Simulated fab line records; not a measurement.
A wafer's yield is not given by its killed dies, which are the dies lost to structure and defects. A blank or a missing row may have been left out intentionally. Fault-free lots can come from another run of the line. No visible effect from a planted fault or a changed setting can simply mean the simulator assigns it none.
Which of the tools did it? + flow rit_cmos + 14 lots with 42 wafers sampled at 4 steps, on a route of 202 steps

== WHAT THE GAUGES READ, wafer by wafer ==
RIT_FOX1_THK_MEAS_01. Usual: FOX1_OXIDE_THK 337 nm, standard deviation 7.8.
| lot  | measured    | on            | FOX1_OXIDE_THK (nm) | flag |
|------|-------------|---------------|---------------------|------|
| L923 | day 1 17:17 | film_metro-01 | 345 347 340         |      |
| L924 | day 1 21:51 | film_metro-04 | 330 318 325         |      |
| L925 | day 2 04:21 | film_metro-01 | 338 346 345         |      |
| L927 | day 2 13:34 | film_metro-01 | 325 325 325         |      |
| L928 | day 2 17:51 | film_metro-01 | 347 350 343         |      |
| L929 | day 2 23:26 | film_metro-04 | 332 325 333         |      |
| L930 | day 3 04:03 | film_metro-01 | 345 342 340         |      |
| L936 | day 4 10:50 | film_metro-04 | 333 334 335         |      |
| L937 | day 4 14:56 | film_metro-02 | 341 337 336         |      |
| L938 | day 4 20:06 | film_metro-04 | 333 336 331         |      |
| L939 | day 5 00:58 | film_metro-02 | 346 344 342         |      |
| L942 | day 5 15:49 | film_metro-04 | 343 344 342         |      |
| L944 | day 6 01:58 | film_metro-01 | 338 334 347         |      |
| L946 | day 6 14:02 | film_metro-04 | 339 336 344         |      |

RIT_M1_RS_MEAS_01: measurement is done with a four-point probe. Usual: M1_AL_RS 0.0734 ohm/sq, standard deviation 0.00065.
| lot  | measured    | on            | M1_AL_RS (ohm/sq)    | flag |
|------|-------------|---------------|----------------------|------|
| L923 | day 3 04:44 | film_metro-03 | 0.0742 0.0733 0.0737 |      |
| L924 | day 3 10:55 | film_metro-03 | 0.0741 0.0748 0.0750 |      |
| L925 | day 3 18:27 | film_metro-03 | 0.0729 0.0733 0.0733 |      |
| L927 | day 4 02:10 | film_metro-03 | 0.0736 0.0731 0.0733 |      |
| L928 | day 4 06:10 | film_metro-02 | 0.0740 0.0743 0.0732 |      |
| L929 | day 4 11:36 | film_metro-03 | 0.0729 0.0736 0.0734 |      |
| L930 | day 4 15:14 | film_metro-01 | 0.0729 0.0728 0.0734 |      |
| L936 | day 5 23:23 | film_metro-02 | 0.0743 0.0733 0.0732 |      |
| L937 | day 6 03:07 | film_metro-01 | 0.0744 0.0809 0.0736 | OFF  |
| L938 | day 6 07:36 | film_metro-02 | 0.0737 0.0730 0.0733 |      |
| L939 | day 6 13:22 | film_metro-02 | 0.0740 0.0815 0.0737 | OFF  |
| L942 | day 7 05:32 | film_metro-02 | 0.0727 0.0725 0.0726 |      |
| L944 | day 7 14:04 | film_metro-01 | 0.0732 0.0729 0.0732 |      |
| L946 | day 8 04:41 | film_metro-03 | 0.0736 0.0728 0.0734 |      |

RIT_M1_THK_MEAS_02: measures by xrf. Usual: M1_AL_THK 408 nm, standard deviation 3.8.
| lot  | measured    | on            | M1_AL_THK (nm) | flag |
|------|-------------|---------------|----------------|------|
| L923 | day 3 04:51 | film_metro-03 | 404 408 408    |      |
| L924 | day 3 11:02 | film_metro-03 | 407 401 400    |      |
| L925 | day 3 18:34 | film_metro-03 | 412 407 408    |      |
| L927 | day 4 02:16 | film_metro-03 | 408 412 413    |      |
| L928 | day 4 06:17 | film_metro-02 | 404 402 411    |      |
| L929 | day 4 11:43 | film_metro-03 | 412 408 411    |      |
| L930 | day 4 15:20 | film_metro-01 | 409 411 408    |      |
| L936 | day 5 23:29 | film_metro-02 | 404 409 410    |      |
| L937 | day 6 03:14 | film_metro-01 | 402 372 406    | OFF  |
| L938 | day 6 07:43 | film_metro-02 | 407 411 407    |      |
| L939 | day 6 13:29 | film_metro-02 | 402 368 408    | OFF  |
| L942 | day 7 05:39 | film_metro-02 | 413 411 411    |      |
| L944 | day 7 14:11 | film_metro-01 | 406 407 407    |      |
| L946 | day 8 04:47 | film_metro-03 | 410 413 409    |      |

== WHAT TOOL EACH LOT RAN ON (gives the tool, then ch and the chambers of the sampled wafers, and finally the start) ==
| lot  | RIT_M1_SPUTTER_00           |
|------|-----------------------------|
| L923 | pvd_sputter-04, day 3 04:26 |
| L924 | pvd_sputter-01, day 3 10:38 |
| L925 | pvd_sputter-04, day 3 18:08 |
| L927 | pvd_sputter-04, day 4 01:50 |
| L928 | pvd_sputter-01, day 4 05:52 |
| L929 | pvd_sputter-04, day 4 11:17 |
| L930 | pvd_sputter-01, day 4 14:53 |
| L936 | pvd_sputter-01, day 5 23:04 |
| L937 | pvd_sputter-04, day 6 02:49 |
| L938 | pvd_sputter-01, day 6 07:19 |
| L939 | pvd_sputter-04, day 6 13:04 |
| L942 | pvd_sputter-01, day 7 05:14 |
| L944 | pvd_sputter-01, day 7 13:46 |
| L946 | pvd_sputter-03, day 8 04:22 |
- RIT_M1_SPUTTER_00: material Al, target thk 400 nm, time 500 s.

== AS READ BY THE TOOLS THEMSELVES (means over the sampled wafers that have a number; for cases with no such wafer, the mark the record gives instead) ==
RIT_M1_SPUTTER_00. Usual: chamber_pressure_pa 0.4000 Pa, standard deviation 0.00069; throttle_valve_pct 29.4 %, standard deviation 1.
| lot  | tool           | chamber_pressure_pa (Pa) | throttle_valve_pct (%) | flag |
|------|----------------|--------------------------|------------------------|------|
| L923 | pvd_sputter-04 | 0.4000                   | 29.8                   |      |
| L924 | pvd_sputter-01 | 0.3996                   | 29.1                   |      |
| L925 | pvd_sputter-04 | 0.3999                   | 29.4                   |      |
| L927 | pvd_sputter-04 | 0.4004                   | 29.8                   |      |
| L928 | pvd_sputter-01 | 0.4000                   | 30.0                   |      |
| L929 | pvd_sputter-04 | 0.3994                   | 30.5                   |      |
| L930 | pvd_sputter-01 | 0.3998                   | 29.0                   |      |
| L936 | pvd_sputter-01 | 0.3999                   | 29.2                   |      |
| L937 | pvd_sputter-04 | 0.4468                   | 28.3                   | OFF  |
| L938 | pvd_sputter-01 | 0.4004                   | 29.8                   |      |
| L939 | pvd_sputter-04 | 0.4473                   | 28.6                   | OFF  |
| L942 | pvd_sputter-01 | 0.4003                   | 28.6                   |      |
| L944 | pvd_sputter-01 | 0.3999                   | 28.4                   |      |
| L946 | pvd_sputter-03 | 0.3999                   | 29.6                   |      |

== THE ANSWER, worked out from the rows above alone ==
Rule: take the mean of a lot's wafers that have a number; if it is more than 3 standard deviations from the usual mean, the lot is off. A lot without any number at a reading at which 4 lots or more have one is off too. Where the step has rows for the other lots, those lots are counted as sound. First the gauges in route order, then the tools' own readings, where a lot's mean is used as printed above. The first step at which some lot is off is used, and at that step the reading that is off furthest; a lot without a number counts as furthest.
Off: L937, L939, at RIT_M1_RS_MEAS_01 (M1_AL_RS).
If a tool, at a process step before that reading, ran all the lots that are off and no sound lot after the first of them, it fits. The gauges at RIT_M1_RS_MEAS_01 aren't tried: what is off there is off at RIT_M1_SPUTTER_00 too, on other tools, and a gauge's error can't cause that. One fits: pvd_sputter-04 at RIT_M1_SPUTTER_00. A fault onset in the window from L929 (day 4 11:17, its last sound lot) to L937 (day 6 02:49, its first lot off) fits.
On the lots that are off, the tool's own readings at RIT_M1_SPUTTER_00 differ by more than 5 times the standard deviation of the sound lots' means, which bears it out; chamber_pressure_pa reads 0.4470 Pa there versus 0.4000 Pa on the sound lots.

== WHAT THE SIMULATOR HAD PUT IN ==
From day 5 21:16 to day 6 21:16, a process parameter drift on pvd_sputter-04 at RIT_M1_SPUTTER_00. From 0.4, the setting chamber_pressure_pa moved by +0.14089. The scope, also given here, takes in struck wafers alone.
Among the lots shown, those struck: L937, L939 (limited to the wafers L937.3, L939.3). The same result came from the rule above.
